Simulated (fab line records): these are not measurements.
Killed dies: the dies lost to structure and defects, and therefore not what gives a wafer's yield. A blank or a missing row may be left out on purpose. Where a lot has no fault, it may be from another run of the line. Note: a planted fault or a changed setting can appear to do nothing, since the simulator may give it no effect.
Which tool did it? || flow berkeley_cmos170 || 42 wafers from 14 lots sampled at 3 of the route's 331 steps

== WHAT THE GAUGES READ, wafer by wafer ==
UCB170_M3_RS_MEAS_02: measurement is done with a four-point probe.
{"lot": "L262", "measured": "day 8 21:09", "on": "film_metro-02", "M3_AL_RS (ohm/sq)": "0.03235 0.03203 0.03222"}
{"lot": "L263", "measured": "day 8 21:25", "on": "film_metro-01", "M3_AL_RS (ohm/sq)": "0.03179 0.03168 0.03165"}
{"lot": "L264", "measured": "day 9 05:57", "on": "film_metro-02", "M3_AL_RS (ohm/sq)": "0.03192 0.03164 0.03192"}
{"lot": "L265", "measured": "day 9 06:38", "on": "film_metro-02", "M3_AL_RS (ohm/sq)": "0.03181 0.03147 0.03135"}
{"lot": "L267", "measured": "day 9 13:29", "on": "film_metro-01", "M3_AL_RS (ohm/sq)": "0.03218 0.03189 0.03204"}
{"lot": "L266", "measured": "day 9 15:27", "on": "film_metro-02", "M3_AL_RS (ohm/sq)": "0.03144 0.03144 0.03161"}
{"lot": "L268", "measured": "day 10 18:41", "on": "film_metro-02", "M3_AL_RS (ohm/sq)": "0.0316 0.03192 0.03194"}
{"lot": "L269", "measured": "day 10 18:56", "on": "film_metro-04", "M3_AL_RS (ohm/sq)": "0.03189 0.03227 0.03214"}
{"lot": "L270", "measured": "day 10 19:05", "on": "film_metro-01", "M3_AL_RS (ohm/sq)": "0.03147 0.03157 0.03161"}
{"lot": "L271", "measured": "day 10 19:23", "on": "film_metro-04", "M3_AL_RS (ohm/sq)": "0.03384 0.03372 0.03406 0.03385 0.03371 0.034"}
{"lot": "L272", "measured": "day 11 05:37", "on": "film_metro-01", "M3_AL_RS (ohm/sq)": "0.03435 0.03426 0.0342 0.03444 0.03425 0.03427"}
{"lot": "L280", "measured": "day 12 19:56", "on": "film_metro-02", "M3_AL_RS (ohm/sq)": "0.03175 0.03168 0.03157"}
{"lot": "L282", "measured": "day 13 15:57", "on": "film_metro-01", "M3_AL_RS (ohm/sq)": "0.03171 0.03172 0.03209"}
{"lot": "L283", "measured": "day 14 04:46", "on": "film_metro-02", "M3_AL_RS (ohm/sq)": "0.03154 0.03171 0.03155"}

UCB170_M3_THK_MEAS_03: measures by xrf.
{"lot": "L262", "measured": "day 8 21:16", "on": "film_metro-02", "M3_AL_THK (nm)": "883 893 886"}
{"lot": "L263", "measured": "day 8 21:31", "on": "film_metro-01", "M3_AL_THK (nm)": "899 900 898"}
{"lot": "L264", "measured": "day 9 06:04", "on": "film_metro-02", "M3_AL_THK (nm)": "898 908 904"}
{"lot": "L265", "measured": "day 9 06:46", "on": "film_metro-02", "M3_AL_THK (nm)": "894 912 917"}
{"lot": "L267", "measured": "day 9 13:35", "on": "film_metro-01", "M3_AL_THK (nm)": "894 902 896"}
{"lot": "L266", "measured": "day 9 15:34", "on": "film_metro-02", "M3_AL_THK (nm)": "912 914 905"}
{"lot": "L268", "measured": "day 10 18:46", "on": "film_metro-02", "M3_AL_THK (nm)": "914 906 903"}
{"lot": "L269", "measured": "day 10 19:02", "on": "film_metro-04", "M3_AL_THK (nm)": "890 882 878"}
{"lot": "L270", "measured": "day 10 19:12", "on": "film_metro-01", "M3_AL_THK (nm)": "908 905 904"}
{"lot": "L271", "measured": "day 11 00:26", "on": "film_metro-04", "M3_AL_THK (nm)": "844 848 835 851 848 839"}
{"lot": "L272", "measured": "day 11 12:20", "on": "film_metro-01", "M3_AL_THK (nm)": "838 843 842 837 838 837"}
{"lot": "L280", "measured": "day 12 20:03", "on": "film_metro-02", "M3_AL_THK (nm)": "910 908 911"}
{"lot": "L282", "measured": "day 13 16:04", "on": "film_metro-01", "M3_AL_THK (nm)": "902 905 894"}
{"lot": "L283", "measured": "day 14 04:52", "on": "film_metro-02", "M3_AL_THK (nm)": "909 907 915"}

== WHAT TOOL EACH LOT RAN ON (gives the tool, then ch and the chambers of the sampled wafers, and finally the start) ==
{"lot": "L262", "UCB170_M3_SPUTTER_01": "pvd_sputter-04, day 8 21:03"}
{"lot": "L263", "UCB170_M3_SPUTTER_01": "pvd_sputter-02, day 8 21:17"}
{"lot": "L264", "UCB170_M3_SPUTTER_01": "pvd_sputter-02, day 9 05:52"}
{"lot": "L265", "UCB170_M3_SPUTTER_01": "pvd_sputter-03, day 9 06:34"}
{"lot": "L267", "UCB170_M3_SPUTTER_01": "pvd_sputter-02, day 9 13:22"}
{"lot": "L266", "UCB170_M3_SPUTTER_01": "pvd_sputter-03, day 9 15:22"}
{"lot": "L268", "UCB170_M3_SPUTTER_01": "pvd_sputter-02, day 10 18:32"}
{"lot": "L269", "UCB170_M3_SPUTTER_01": "pvd_sputter-03, day 10 18:49"}
{"lot": "L270", "UCB170_M3_SPUTTER_01": "pvd_sputter-04, day 10 18:56"}
{"lot": "L271", "UCB170_M3_SPUTTER_01": "pvd_sputter-02, day 10 19:18"}
{"lot": "L272", "UCB170_M3_SPUTTER_01": "pvd_sputter-02, day 11 05:32"}
{"lot": "L280", "UCB170_M3_SPUTTER_01": "pvd_sputter-04, day 12 19:51"}
{"lot": "L282", "UCB170_M3_SPUTTER_01": "pvd_sputter-04, day 13 15:52"}
{"lot": "L283", "UCB170_M3_SPUTTER_01": "pvd_sputter-02, day 14 04:39"}
- UCB170_M3_SPUTTER_01: material Al, target thk 900 nm, time 120 s.

== AS READ BY THE TOOLS THEMSELVES (means over the sampled wafers that have a number; for cases with no such wafer, the mark the record gives instead) ==
UCB170_M3_SPUTTER_01.
{"lot": "L262", "tool": "pvd_sputter-04", "chamber_pressure_pa (Pa)": 0.4989, "throttle_valve_pct (%)": 29.7}
{"lot": "L263", "tool": "pvd_sputter-02", "chamber_pressure_pa (Pa)": 0.5005, "throttle_valve_pct (%)": 30.0}
{"lot": "L264", "tool": "pvd_sputter-02", "chamber_pressure_pa (Pa)": 0.4994, "throttle_valve_pct (%)": 29.7}
{"lot": "L265", "tool": "pvd_sputter-03", "chamber_pressure_pa (Pa)": 0.4998, "throttle_valve_pct (%)": 30.9}
{"lot": "L267", "tool": "pvd_sputter-02", "chamber_pressure_pa (Pa)": 0.4992, "throttle_valve_pct (%)": 29.7}
{"lot": "L266", "tool": "pvd_sputter-03", "chamber_pressure_pa (Pa)": 0.4999, "throttle_valve_pct (%)": 30.3}
{"lot": "L268", "tool": "pvd_sputter-02", "chamber_pressure_pa (Pa)": 0.5006, "throttle_valve_pct (%)": 29.6}
{"lot": "L269", "tool": "pvd_sputter-03", "chamber_pressure_pa (Pa)": 0.5001, "throttle_valve_pct (%)": 29.2}
{"lot": "L270", "tool": "pvd_sputter-04", "chamber_pressure_pa (Pa)": 0.5000, "throttle_valve_pct (%)": 29.5}
{"lot": "L271", "tool": "pvd_sputter-02", "chamber_pressure_pa (Pa)": 0.5003, "throttle_valve_pct (%)": 29.8}
{"lot": "L272", "tool": "pvd_sputter-02", "chamber_pressure_pa (Pa)": 0.5001, "throttle_valve_pct (%)": 29.6}
{"lot": "L280", "tool": "pvd_sputter-04", "chamber_pressure_pa (Pa)": 0.5000, "throttle_valve_pct (%)": 29.8}
{"lot": "L282", "tool": "pvd_sputter-04", "chamber_pressure_pa (Pa)": 0.4997, "throttle_valve_pct (%)": 28.9}
{"lot": "L283", "tool": "pvd_sputter-02", "chamber_pressure_pa (Pa)": 0.4992, "throttle_valve_pct (%)": 29.4}

== THE ANSWER, worked out from the rows above alone ==
Rule: usual is defined by the lots themselves. The widest of any qualifying gaps counts: lots, ordered by their means at a reading, are off when they make up no more than a third of the lots, leave a main group of 4 or more, and stand apart from it by 3 or more times the standard deviation of that group's means. A main group is skipped when, at the precision printed for the reading in the tables above, its means are all equal. A lot without any number at a reading at which 4 lots or more have one is off too. All remaining lots with rows at the step are treated as sound. Order of review: gauges by route order, followed by the tools' own readings, for which a lot's mean as printed above is used. The first step at which some lot is off is used, and at that step the reading that is off furthest; a lot without a number counts as furthest.
Off: L271, L272, at UCB170_M3_RS_MEAS_02 (M3_AL_RS). Mean 0.03178 ohm/sq and standard deviation 0.00022 in the main group.
If a tool, at a process step before that reading, ran all the lots that are off and no sound lot after the first of them, it fits. The gauges at UCB170_M3_RS_MEAS_02 are tried like those tools. None of those tried fits.

== WHAT THE SIMULATOR HAD PUT IN ==
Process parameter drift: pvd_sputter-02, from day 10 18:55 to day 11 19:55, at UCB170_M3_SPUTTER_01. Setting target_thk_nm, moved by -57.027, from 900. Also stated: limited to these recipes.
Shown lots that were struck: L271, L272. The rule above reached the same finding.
